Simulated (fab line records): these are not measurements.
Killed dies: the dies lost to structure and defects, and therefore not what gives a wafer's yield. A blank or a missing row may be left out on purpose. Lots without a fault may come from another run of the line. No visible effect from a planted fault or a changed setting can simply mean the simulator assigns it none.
A struck lot beside a sound one | flow rit_cmos | 17 steps out of a route of 202
Sound: the wafers L478.3, L478.4, L478.6. Wafers L484.1, L484.2, L484.4 were the ones struck. The cause is given at the end.
At each step with rows: each side's tool, then ch and its chambers, then its first start. Under that, the readings that differ: sound wafers | struck wafers | difference of the means | sigmas: that difference in standard deviations of wafers without a fault.
alike: readings whose means differ by less than 2 such deviations, and words and numbers that are the same on both sides. not compared: withheld readings, readings that some wafer has no value for, bounds like >300 that may hide the same value, and numbers for which the record gives no deviation and whose values overlap.
Wherever a step has rows on one side only, a row that says differs or no value, or a row with sigmas, the two part there. Numbers that have no deviation but don't overlap get no sigmas and don't part them. A reading that every wafer of one side lacks parts them only if that side has two wafers or more.

first, 1 step without rows for these wafers: RIT_PRETRO_DEVELOP_05 (develop time 68 s).
RIT_PRETRO_OVL_MEAS_06:
  sound: overlay-02 at day 3 11:35; struck: overlay-02 at day 4 11:28
  reading         | sound          | struck      | difference | sigmas
  PRETRO_OVL (nm) | -2.6 -3.8 -0.8 | 0.5 0.7 1.8 | +3.4       | +3
then, 2 steps without rows for these wafers: RIT_PRETRO_HARDBAKE_07 (time 120 s); RIT_PRETRO_IMPLANT_08.
RIT_PRETRO_STRIP_09: strips in O2, time 180 s.
  sound on plasma_asher-01 ch 0,1, day 3 12:04; struck on plasma_asher-02 ch 0,1, day 4 11:53
  alike: drypump_motor_current_A, rf_refl_power_W
  not compared: rf_hours_counter_h
RIT_PRETRO_TW_MEAS_10:
  sound: film_metro-04 at day 3 12:12; struck: film_metro-03 at day 4 12:04
  reading   | sound             | struck            | difference | sigmas
  PRETRO_TW | 473.1 476.5 472.8 | 481.1 479.3 480.5 | +6.2       | +2
then, 5 steps without rows for these wafers: RIT_GATE_WET_ETCH_00 (etches SiO2 in BOE, target depth 56 nm, time 60 s); RIT_GATE_CLEAN_01 (cleans in SC1, time 600 s); RIT_GATE_CLEAN_02 (cleans in dHF, time 30 s); RIT_GATE_CLEAN_03 (cleans in SC2, time 600 s); RIT_GATE_CLEAN_04 (cleans in dHF, time 60 s).
RIT_FOX2_THK_MEAS_91:
  sound: film_metro-03 at day 3 12:41; struck: film_metro-03 at day 4 12:50
  alike: FIELD_OXIDE_LEFT_2_THK
RIT_GATE_OXIDATION_05: target thk 3 nm, ox time 270 s.
  sound on furnace-03 ch 0, day 3 14:54; struck on furnace-03 ch 0, day 4 13:39
  reading                                     | sound             | struck            | difference | sigmas
  model.SiO2_of_GATE_OXIDATION_05.thk_nm (nm) | 3.149 3.118 3.134 | 3.395 3.408 3.428 | +0.277     |
then, 1 step without rows for these wafers: RIT_GATE_ANNEAL_06 (time 600 s).
RIT_GATE_THK_MEAS_07:
  sound: film_metro-04 at day 3 16:52; struck: film_metro-02 at day 4 15:56
  reading             | sound          | struck         | difference | sigmas
  GATE_OXIDE_THK (nm) | 3.14 3.10 3.12 | 3.40 3.40 3.44 | +0.29      | +5
then, 1 step without rows for these wafers: RIT_GATE_CVD_08 (deposits poly-Si from SiH4, target thk 250 nm, time 2220 s).
RIT_M1_PROBE_99:
  sound: prober-02 at day 4 16:46; struck: prober-01 at day 5 16:06
  reading                             | sound             | struck            | difference | sigmas
  model.etest.pmos_0p3.r_on_ohm_um    | 6720 6707 6624    | 7012 7013 7037    | +337       |
  model.etest.nmos_0p3.r_on_ohm_um    | 2235 2246 2244    | 2329 2350 2355    | +103       |
  model.etest.nmos_0p15.drive_ua_um   | 466.1 453.1 462.3 | 419.8 426 420.9   | -38.3      |
  model.etest.nmos_narrow.drive_ua_um | 218.7 218.5 219.1 | 187.6 186.4 184.8 | -32.5      |
  model.etest.nmos_0p3.drive_ua_um    | 213.9 217.2 214.4 | 191.2 189.7 189.2 | -25.1      |
  model.etest.pmos_0p15.drive_ua_um   | 239.5 236.3 242.8 | 223 226.5 227.4   | -14        |
  alike: killed_at_contacts, killed_at_front_end, killed_dies, killed_open, killed_short
  not compared: model.etest.pmos_turned.r_on_ohm_um, model.etest.pmos_0p15.r_on_ohm_um

== WHERE THEY PART ==
First at RIT_PRETRO_OVL_MEAS_06; last, within this record, at RIT_GATE_THK_MEAS_07. Later steps at which nothing parts them and some readings are alike: RIT_M1_PROBE_99.

WHY: what the simulator had put in
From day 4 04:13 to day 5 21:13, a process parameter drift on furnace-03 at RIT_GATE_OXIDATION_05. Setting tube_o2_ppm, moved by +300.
